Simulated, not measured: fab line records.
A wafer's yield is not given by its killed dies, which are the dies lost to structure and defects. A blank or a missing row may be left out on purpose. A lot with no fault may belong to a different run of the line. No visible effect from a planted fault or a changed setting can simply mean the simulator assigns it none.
Problem report in the 8D (eight disciplines) form, filled by code | flow berkeley-cmos170 | the parts of the form that need people (team, actions taken, sign-off) are left out

1. WHAT IS WRONG
Wafers without a fault read 21.01 C, standard deviation 0.11; developer-temp-C at UCB170_PWELL_DEVELOP_12 reads a mean of 21.84 C on 6 wafers belonging to 2 lots. Measured from the usual mean, that is +7.5 standard deviations.
The step: develop time 45 s.
First observed at day 5 22:00: wafer L375.2, on litho-track-02. The record has a number at this step for 42 wafers belonging to 14 lots. By rule, "out" or "out of limits" means more than 4 standard deviations away from the usual mean. The other wafers with a number count as sound.

2. WHAT IT IS, AND WHAT IT ISN'T
question                    | is                     | is not
which readings at this step | developer-temp-C       | -
which lots                  | L375, L378             | L364, L365, L366, L368, L369, L370, L377, L379, L380, L383, L385, L387
which wafers of those lots  | all that have a number | -
read on which tools         | litho-track-02         | litho-track-01, litho-track-03
when                        | from day 5 22:00       | up to then (21 sound wafers); but 15 sound wafers of L379, L380, L383, L385, L387 came after

3. WHAT RULES OUT EACH SUSPECT
Counting: any tool at a process step up to the reading is kept as a suspect provided that every lot that is out went through it and no sound lot did after the first of them.
- litho-track-02 at UCB170_PWELL_DEVELOP_12 (develop time 45 s): kept. Every lot that is out went through it, starting with L375 (day 5 22:00), and after that it ran no sound lot; the last sound lot it ran before then is L377 (day 5 22:00). Out on those wafers are its own readings of developer-temp-C.
Remaining after the count: litho-track-02 at UCB170_PWELL_DEVELOP_12.

4. THE CAUSE (what the simulator had put in)
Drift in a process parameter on litho-track-02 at UCB170_PWELL_DEVELOP_12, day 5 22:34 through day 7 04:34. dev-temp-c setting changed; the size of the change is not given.
This tool alone remained once counting was done.

5. SEQUENCE OF EFFECTS, ordered by route
One row per reading whose mean, taken over the struck wafers that have a number, lies over 3 standard deviations from the usual. Readings are gone through only where the record gives a usual standard deviation; hours: the median, over the lots, of the time from a lot's start at the first step in this table giving one to that lot's start at this step; sigmas: the change measured in usual standard deviations.
hours | step                    | reading          | usual   | on struck wafers | change | sigmas
0     | UCB170_PWELL_DEVELOP_12 | developer-temp-C | 21.01 C | 21.84            | +0.83  | +7.5
It contains these process steps:
- UCB170_PWELL_DEVELOP_12: develop time 45 s.
At these later measuring or inspecting steps, every struck wafer for which the step has a row has a number for every such reading, and none has moved that far: UCB170_ACTIVE_CD_MEAS_13, UCB170_NVT_TW_MEAS_09.

6. WHAT WOULD HAVE CAUGHT IT SOONER
In this record the first reading out of limits was taken at day 5 22:00.
